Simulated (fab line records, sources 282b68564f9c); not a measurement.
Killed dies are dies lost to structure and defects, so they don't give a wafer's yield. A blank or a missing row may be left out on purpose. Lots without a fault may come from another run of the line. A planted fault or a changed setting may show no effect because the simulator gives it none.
fab line records | flow rit_cmos
record lots=13 wafers=39 last_day=7
route steps=202 shown NRETRO@61
lots that met no fault: from a run of the same line without faults
start_h: hours from the record's first day to the start of the lot's first wafer shown | wait_h: hours since the lot's step before | " the same as in the row above | L1.1+2: a row that stands for several wafers | - no value, or no start given | * or withheld: withheld | < > ~ a bound
route shown NAME@n: a module of which the file shows steps, and the number in the route of the first | usual: mean/standard deviation of fault-free wafers | same: alike in all rows | chamber/n: place in a boat | sites: the reading at each site | _std_site: their standard deviation | _edge_site: outer sites' mean less inner sites' | radius_mm: how far each site lies from the wafer's centre | mask NAME#n: copy n | behind: the tool/chamber that last shaped the wafer | hold: why the lot was held/for how many hours/how that ended | device: the transistor (n, p or np) that didn't switch | end of line: the same wafers' tests at the end of the route | a step without rows: its recipe alone | killed: dies lost to structure and defects at the first sort, not the wafer's yield | map: a wafer's dies, x killed, . not, _ none there
set.NAME: the setting as run; set.NAME@STEP: as run at that earlier step | model.NAME: the simulator's own value behind a step, which no gauge read
steps of the route over a sample of lots; a table a step, a row a wafer
services: from which hour (start_h, from the record's first day; less than 0 if before it) a tool's chamber was out of use, for how many hours, and why
## steps
# step RIT_NRETRO_IMPLANT_08
# recipe species=P energy_kev=70 dose_cm2=1.025e+13 tilt_deg=7
# usual beam_energy_keV=69.994/0.02
# columns lot.wafer tool chamber start_h wait_h beam_energy_keV
L270.2 implanter-04 0 30.84 0.2 70.018
L270.3 " 0 " " 70.038
L270.6 " 0 " " 70.021
L271.2 implanter-02 0 35.10 0.2 69.986
L271.3 " 0 " " 69.986
L271.4 " 0 " " 70.007
L272.1 implanter-02 0 40.15 0.2 70.014
L272.2 " 0 " " 70.024
L272.3 " 0 " " 70.015
L273.2 implanter-02 0 46.89 0.2 69.979
L273.3 " 0 " " 69.953
L273.5 " 0 " " 70.004
L274.2 implanter-03 0 50.28 0.2 69.980
L274.3 " 0 " " 69.996
L274.6 " 0 " " 69.981
L275.3 implanter-02 0 55.30 0.2 69.972
L275.4 " 0 " " 70.026
L275.6 " 0 " " 69.982
L277.2 implanter-03 0 68.78 0.2 79.083
L277.5 " 0 " " 79.058
L277.6 " 0 " " 79.114
L283.3 implanter-03 0 97.13 0.2 79.085
L283.4 " 0 " " 79.119
L283.6 " 0 " " 79.102
L287.1 implanter-02 0 115.43 0.2 70.012
L287.4 " 0 " " 69.994
L287.6 " 0 " " 69.987
L288.2 implanter-04 0 121.68 0.2 69.959
L288.3 " 0 " " 69.999
L288.5 " 0 " " 70.018
L290.3 implanter-02 0 129.15 0.2 69.966
L290.5 " 0 " " 70.017
L290.6 " 0 " " 69.982
L291.4 implanter-04 0 135.11 0.2 69.990
L291.5 " 0 " " 69.979
L291.6 " 0 " " 69.963
L292.1 implanter-02 0 141.36 0.2 70.010
L292.3 " 0 " " 70.024
L292.6 " 0 " " 69.999
# step RIT_NRETRO_TW_MEAS_10
# usual NRETRO_TW=1054/7.8
# columns lot.wafer tool chamber start_h wait_h NRETRO_TW
L270.2 film_metro-04 - 31.15 0.1 1054
L270.3 " - " " 1055
L270.6 " - " " 1052
L271.2 film_metro-04 - 35.41 0.1 1055
L271.3 " - " " 1052
L271.4 " - " " 1057
L272.1 film_metro-04 - 40.47 0.1 1058
L272.2 " - " " 1060
L272.3 " - " " 1060
L273.2 film_metro-02 - 47.20 0.1 1042
L273.3 " - " " 1041
L273.5 " - " " 1043
L274.2 film_metro-04 - 50.59 0.1 1068
L274.3 " - " " 1061
L274.6 " - " " 1058
L275.3 film_metro-02 - 55.59 0.1 1037
L275.4 " - " " 1040
L275.6 " - " " 1039
L277.2 film_metro-03 - 69.09 0.1 1091
L277.5 " - " " 1093
L277.6 " - " " 1090
L283.3 film_metro-03 - 97.43 0.1 1090
L283.4 " - " " 1086
L283.6 " - " " 1081
L287.1 film_metro-03 - 115.76 0.1 1053
L287.4 " - " " 1053
L287.6 " - " " 1053
L288.2 film_metro-02 - 121.99 0.1 1051
L288.3 " - " " 1042
L288.5 " - " " 1044
L290.3 film_metro-03 - 129.44 0.1 1061
L290.5 " - " " 1060
L290.6 " - " " 1069
L291.4 film_metro-02 - 135.39 0.1 1038
L291.5 " - " " 1045
L291.6 " - " " 1047
L292.1 film_metro-03 - 141.69 0.1 1066
L292.3 " - " " 1053
L292.6 " - " " 1062
## services
# columns tool chamber start_h hours kind
implanter-04 - 17.15 5.3 pm
implanter-03 - 29.82 17.5 repair
implanter-04 - 48.11 2.4 repair
implanter-02 - 67.11 4.9 repair
implanter-03 - 90.17 6.3 repair
## key
first_sign step=RIT_NRETRO_IMPLANT_08 reading=beam_energy_keV direction=up sigmas=99+ usual=69.994 struck=79.093
effect step=RIT_NRETRO_TW_MEAS_10 reading=NRETRO_TW direction=up sigmas=4.4 usual=1054 struck=1089
met_at RIT_NRETRO_IMPLANT_08
struck_lots L277,L283
tester_left_out L277,L283
onset_between 50.28 68.78
fault kind=process_parameter_drift tool=implanter-03 chamber=- onset_h=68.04 steps=RIT_NRETRO_IMPLANT_08 channel=energy_kev offset=9.1 shape=step end_h=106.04 acts_in=these_recipes_only stated=70
# tester_left_out: of these lots the tester's yield and bins aren't shown, on N5 and GAA mostly nor the transistor test; their killed dies are dies lost to structure and defects alone, not to doping, threshold or leakage, so they don't give the yield
